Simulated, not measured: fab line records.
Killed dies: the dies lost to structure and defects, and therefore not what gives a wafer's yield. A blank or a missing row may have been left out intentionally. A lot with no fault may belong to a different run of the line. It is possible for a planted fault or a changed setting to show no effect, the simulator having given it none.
Split-lot trial :: flow berkeley-cmos170 :: route with 331 steps; 5 lots, 27 wafers read

== SPLIT DETAILS ==
At UCB170_SPACER_CVD_00 (deposits SiO2 from TEOS/O2, target thk 376 nm, time 47 s), the setting time-s was moved away from the recipe's 47 s on 12 of the 27 wafers read, by -56.1% to -21.3%. The other wafers ran this setting at the recipe's value.

== FROM THE SPLIT TO THE READING: what the file shows between them, 2 steps ==
- UCB170_SPACER_THK_MEAS_01
- UCB170_SPACER_ANNEAL_02: time 1800 s

== THE READING ==
oes-product-au, in a.u., at UCB170_SPACER_ETCHBACK_03 (etches SiO2 in CHF3/CF4/Ar, stops on Si, target depth 376 nm, time 100 s). On this fab line, fault-free wafers typically give 0.893 a.u. with a standard deviation of 0.015 a.u.

wafer: L075.1
tool, chamber at the split: pecvd-03, 2
time-s as run, s: 47
against the recipe: recipe
oes-product-au, a.u.: 0.882
against lot-mates on the recipe: -

wafer: L075.2
tool, chamber at the split: pecvd-03, 1
time-s as run, s: 24.52
against the recipe: -47.8%
oes-product-au, a.u.: 0.576
against lot-mates on the recipe: -0.315

wafer: L075.3
tool, chamber at the split: pecvd-03, 0
time-s as run, s: 24.52
against the recipe: -47.8%
oes-product-au, a.u.: 0.579
against lot-mates on the recipe: -0.312

wafer: L075.4
tool, chamber at the split: pecvd-03, 0
time-s as run, s: 47
against the recipe: recipe
oes-product-au, a.u.: 0.900
against lot-mates on the recipe: -

wafer: L075.5
tool, chamber at the split: pecvd-03, 1
time-s as run, s: 24.52
against the recipe: -47.8%
oes-product-au, a.u.: 0.567
against lot-mates on the recipe: -0.324

wafer: L075.6
tool, chamber at the split: pecvd-03, 2
time-s as run, s: 47
against the recipe: recipe
oes-product-au, a.u.: 0.891
against lot-mates on the recipe: -

wafer: L077.1
tool, chamber at the split: pecvd-01, 2
time-s as run, s: 20.65
against the recipe: -56.1%
oes-product-au, a.u.: 0.508
against lot-mates on the recipe: -0.385

wafer: L077.2
tool, chamber at the split: pecvd-01, 1
time-s as run, s: 47
against the recipe: recipe
oes-product-au, a.u.: 0.878
against lot-mates on the recipe: -

wafer: L077.3
tool, chamber at the split: pecvd-01, 0
time-s as run, s: 20.65
against the recipe: -56.1%
oes-product-au, a.u.: 0.533
against lot-mates on the recipe: -0.360

wafer: L077.4
tool, chamber at the split: pecvd-01, 2
time-s as run, s: 47
against the recipe: recipe
oes-product-au, a.u.: 0.883
against lot-mates on the recipe: -

wafer: L077.5
tool, chamber at the split: pecvd-01, 1
time-s as run, s: 47
against the recipe: recipe
oes-product-au, a.u.: 0.919
against lot-mates on the recipe: -

wafer: L077.6
tool, chamber at the split: pecvd-01, 0
time-s as run, s: 20.65
against the recipe: -56.1%
oes-product-au, a.u.: 0.518
against lot-mates on the recipe: -0.375

wafer: L079.1
tool, chamber at the split: pecvd-01, 0,2
time-s as run, s: 36.98
against the recipe: -21.3%
oes-product-au, a.u.: 0.751
against lot-mates on the recipe: -0.158

wafer: L079.2
tool, chamber at the split: pecvd-01, 1
time-s as run, s: 36.98
against the recipe: -21.3%
oes-product-au, a.u.: 0.738
against lot-mates on the recipe: -0.171

wafer: L079.3
tool, chamber at the split: pecvd-01, 2
time-s as run, s: 47
against the recipe: recipe
oes-product-au, a.u.: 0.912
against lot-mates on the recipe: -

wafer: L079.4
tool, chamber at the split: pecvd-01, 0
time-s as run, s: 47
against the recipe: recipe
oes-product-au, a.u.: 0.897
against lot-mates on the recipe: -

wafer: L079.5
tool, chamber at the split: pecvd-01, 1
time-s as run, s: 47
against the recipe: recipe
oes-product-au, a.u.: 0.919
against lot-mates on the recipe: -

wafer: L079.6
tool, chamber at the split: pecvd-01, 0,2
time-s as run, s: 36.98
against the recipe: -21.3%
oes-product-au, a.u.: 0.756
against lot-mates on the recipe: -0.153

wafer: L081.1
tool, chamber at the split: pecvd-03, 0
time-s as run, s: 28.09
against the recipe: -40.2%
oes-product-au, a.u.: 0.608
against lot-mates on the recipe: -0.287

wafer: L081.2
tool, chamber at the split: pecvd-03, 1
time-s as run, s: 47
against the recipe: recipe
oes-product-au, a.u.: 0.870
against lot-mates on the recipe: -

wafer: L081.3
tool, chamber at the split: pecvd-03, 2
time-s as run, s: 47
against the recipe: recipe
oes-product-au, a.u.: 0.900
against lot-mates on the recipe: -

wafer: L081.4
tool, chamber at the split: pecvd-03, 0
time-s as run, s: 47
against the recipe: recipe
oes-product-au, a.u.: 0.915
against lot-mates on the recipe: -

wafer: L081.5
tool, chamber at the split: pecvd-03, 2
time-s as run, s: 28.09
against the recipe: -40.2%
oes-product-au, a.u.: 0.616
against lot-mates on the recipe: -0.279

wafer: L081.6
tool, chamber at the split: pecvd-03, 1
time-s as run, s: 28.09
against the recipe: -40.2%
oes-product-au, a.u.: 0.615
against lot-mates on the recipe: -0.280

wafer: L085.1
tool, chamber at the split: pecvd-03, 2
time-s as run, s: 47
against the recipe: recipe
oes-product-au, a.u.: 0.892
against lot-mates on the recipe: -

wafer: L085.3
tool, chamber at the split: pecvd-03, 1
time-s as run, s: 47
against the recipe: recipe
oes-product-au, a.u.: 0.897
against lot-mates on the recipe: -

wafer: L085.4
tool, chamber at the split: pecvd-03, 2
time-s as run, s: 47
against the recipe: recipe
oes-product-au, a.u.: 0.905
against lot-mates on the recipe: -
The file does not say which wafer passed through which chamber wherever a row lists several chambers: such a row stands for several wafers.

THE FIT
A straight line over all 27 wafers: oes-product-au changes by +0.00681 a.u. for each +1% of time-s; r = +1.00; the points scatter about the line by 0.013 a.u.
The same after taking each lot's own level away (the mean of its wafers on the recipe; 27 wafers): +0.00673 a.u. for each +1%; r = +1.00; scatter 0.013 a.u.
Per that fit: largest time-s move, reading shift of 0.38 a.u.
Measured against the standard deviation above, the lots' own levels, which go from 0.8910 to 0.9093 a.u., span 1.2 times it.
The two slopes are in agreement: the lot-to-lot level therefore moves the slope only a little.
Check: for one of the wafers moved furthest among these (-56.1%), held out of the fit, the line's prediction against its lot-mates is -0.379 a.u. It came out at -0.385 a.u. against them.

== THESE WAFERS: OTHER SPLITS ==
Before the reading, these wafers also passed through other splits. Each is held against what the fit with the lots' levels taken away leaves over:
other split on the same wafers: UCB170_FIELD_OXIDATION_01 ox-time-s
wafers away from the commonest value: 21
r with oes-product-au (lot level and that fit taken away): +0.22

== THE WHOLE CHAIN: every reading that the file lists as answering this split, in the file's order ==
step: UCB170_SPACER_CVD_00
what it does: deposits SiO2 from TEOS/O2, target thk 376 nm, time 47 s
reading: SiO2_of_SPACER_CVD_00.thk-nm (the simulator's own value, which no gauge read)
change (the file's fit): +3.76 nm for each +1% of the setting
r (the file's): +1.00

step: UCB170_SPACER_THK_MEAS_01
what it does: 
reading: SPACER_TEOS_THK
change (the file's fit): +3.76 for each +1% of the setting
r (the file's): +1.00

step: UCB170_SPACER_ETCHBACK_03
what it does: etches SiO2 in CHF3/CF4/Ar, stops on Si, target depth 376 nm, time 100 s
reading: oes-product-au
change (the file's fit): +0.00678 a.u. for each +1% of the setting
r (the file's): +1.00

step: UCB170_SPACER_ETCHBACK_03
what it does: etches SiO2 in CHF3/CF4/Ar, stops on Si, target depth 376 nm, time 100 s
reading: etch.depth-nm (the simulator's own value, which no gauge read)
change (the file's fit): +3.74 nm for each +1% of the setting
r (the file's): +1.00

step: UCB170_M3_PROBE_99
what it does: 
reading: etest.pldd.line-ohm-um (the simulator's own value, which no gauge read)
change (the file's fit): not straight: 10.93 at the lowest setting, 1811 at the recipe, 1811 at the highest
r (the file's): not given

step: UCB170_M3_PROBE_99
what it does: 
reading: etest.nldd.line-ohm-um (the simulator's own value, which no gauge read)
change (the file's fit): not straight: 10.79 at the lowest setting, 1268 at the recipe, 1268 at the highest
r (the file's): not given

step: UCB170_M3_PROBE_99
what it does: 
reading: etest.pldd.rs-ohm-sq (the simulator's own value, which no gauge read)
change (the file's fit): not straight: 4.346 at the lowest setting, 1114 at the recipe, 1114 at the highest
r (the file's): not given

step: UCB170_M3_PROBE_99
what it does: 
reading: etest.nldd.rs-ohm-sq (the simulator's own value, which no gauge read)
change (the file's fit): not straight: 4.258 at the lowest setting, 778.4 at the recipe, 778.4 at the highest
r (the file's): not given

== THE FILE'S OWN FIT ==
oes-product-au changes by +0.00678 a.u. for each +1% of time-s, r = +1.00.
